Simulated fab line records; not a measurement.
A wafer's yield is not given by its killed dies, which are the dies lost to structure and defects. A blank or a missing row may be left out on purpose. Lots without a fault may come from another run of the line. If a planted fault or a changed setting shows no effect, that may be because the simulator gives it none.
Tool commonality check -- flow berkeley cmos170 -- Sample size 12 lots and 36 wafers

WHAT PROMPTED THE OPENING
UCB170_NLDD_TW_MEAS_11, reading NLDD_TW: flagged on 2 of 12 lots. Wafers without a fault read 2219, standard deviation 16.
Rule: flag the lot when none of its wafers has a number, or when each of its wafers that has one lies beyond 4 standard deviations from that mean. As for the other lots, they are considered sound.

lot,measured,on,"NLDD_TW, wafer by wafer",flag
L765,day 6 19:16,film metro-03,2209 2211 2199,
L764,day 6 20:15,film metro-02,2242 2229 2239,
L768,day 7 02:53,film metro-02,2226 2252 2236,
L766,day 7 03:04,film metro-01,2206 2202 2196,
L767,day 7 03:20,film metro-02,2242 2243 2247,
L769,day 7 05:47,film metro-02,2248 2253 2251,
L776,day 9 08:45,film metro-03,2391 2385 2389,FLAGGED
L779,day 9 09:15,film metro-01,2407 2403 2397,FLAGGED
L781,day 9 22:20,film metro-01,2216 2199 2220,
L783,day 10 12:41,film metro-02,2229 2230 2238,
L787,day 11 06:05,film metro-03,2206 2198 2201,
L784,day 11 07:03,film metro-02,2243 2235 2235,
The numbers of the flagged lots are 2395 on average: +176 against the usual, or +11 standard deviations.

TOOL THAT RAN EACH LOT
Before the reading, the record contains 2 process steps out of a 331-step route. In each cell: the tool, then ch and the chambers that the sampled wafers went through, then the start.
lot,flag,UCB170_PVT_STRIP_08,UCB170_NLDD_IMPLANT_09
L765,,"plasma asher-02 ch 0,1, day 6 02:20","implanter-03 ch 0, day 6 19:01"
L764,,"plasma asher-01 ch 0,1, day 6 02:46","implanter-04 ch 0, day 6 20:00"
L768,,"plasma asher-03 ch 0,1, day 6 08:46","implanter-01 ch 0, day 7 02:38"
L766,,"plasma asher-01 ch 0,1, day 6 08:29","implanter-03 ch 0, day 7 02:50"
L767,,"plasma asher-02 ch 0,1, day 6 08:59","implanter-01 ch 0, day 7 03:05"
L769,,"plasma asher-01 ch 0,1, day 6 15:29","implanter-03 ch 0, day 7 05:34"
L776,FLAGGED,"plasma asher-02 ch 0,1, day 8 09:03","implanter-03 ch 0, day 9 08:30"
L779,FLAGGED,"plasma asher-01 ch 1, day 8 11:18","implanter-03 ch 0, day 9 09:01"
L781,,"plasma asher-03 ch 0,1, day 9 05:20","implanter-01 ch 0, day 9 22:07"
L783,,"plasma asher-02 ch 0,1, day 9 18:43","implanter-04 ch 0, day 10 12:26"
L787,,"plasma asher-01 ch 0,1, day 10 11:37","implanter-04 ch 0, day 11 05:50"
L784,,"plasma asher-01 ch 0,1, day 10 11:56","implanter-04 ch 0, day 11 06:50"
What the steps here do:
- UCB170_PVT_STRIP_08: strips in O2.
- UCB170_NLDD_IMPLANT_09
- UCB170_NLDD_TW_MEAS_11

FLAGGED AGAINST TOTAL, ONE TOOL AT A TIME (gauges that did the reading follow at the end)
step,tool,lots run,flagged,share of the flagged lots,sound lots run after its first flagged lot
UCB170_PVT_STRIP_08,plasma asher-01,6,1,some,"2 (L787,L784)"
UCB170_PVT_STRIP_08,plasma asher-02,4,1,some,1 (L783)
UCB170_PVT_STRIP_08,plasma asher-03,2,0,none,-
UCB170_NLDD_IMPLANT_09,implanter-01,3,0,none,-
UCB170_NLDD_IMPLANT_09,implanter-03,5,2,all,0
UCB170_NLDD_IMPLANT_09,implanter-04,4,0,none,-
UCB170_NLDD_TW_MEAS_11,film metro-01,3,1,some,1 (L781)
UCB170_NLDD_TW_MEAS_11,film metro-02,6,0,none,-
UCB170_NLDD_TW_MEAS_11,film metro-03,3,1,some,1 (L787)

WHAT IS ALLOWED BY THE TABLE
In the table, 1 row covers all flagged lots: implanter-03 at UCB170_NLDD_IMPLANT_09.
- implanter-03 at UCB170_NLDD_IMPLANT_09 ran 5 lots, 2 of them flagged. It ran its last sound lot, L769, at day 7 05:34 and its first flagged lot, L776, at day 9 08:30: a fault with its onset between the two fits. Its own readings lie more than 4 standard deviations out on every wafer of the flagged lots: dose ions cm2, faraday current uA.
What remains is a single tool, implanter-03 at UCB170_NLDD_IMPLANT_09.

WHAT WAS PUT IN BY THE SIMULATOR
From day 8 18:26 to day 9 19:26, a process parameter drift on implanter-03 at UCB170_NLDD_IMPLANT_09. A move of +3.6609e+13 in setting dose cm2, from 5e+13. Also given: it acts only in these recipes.
Lots struck among those shown: L776, L779. The same result came from the rule above.
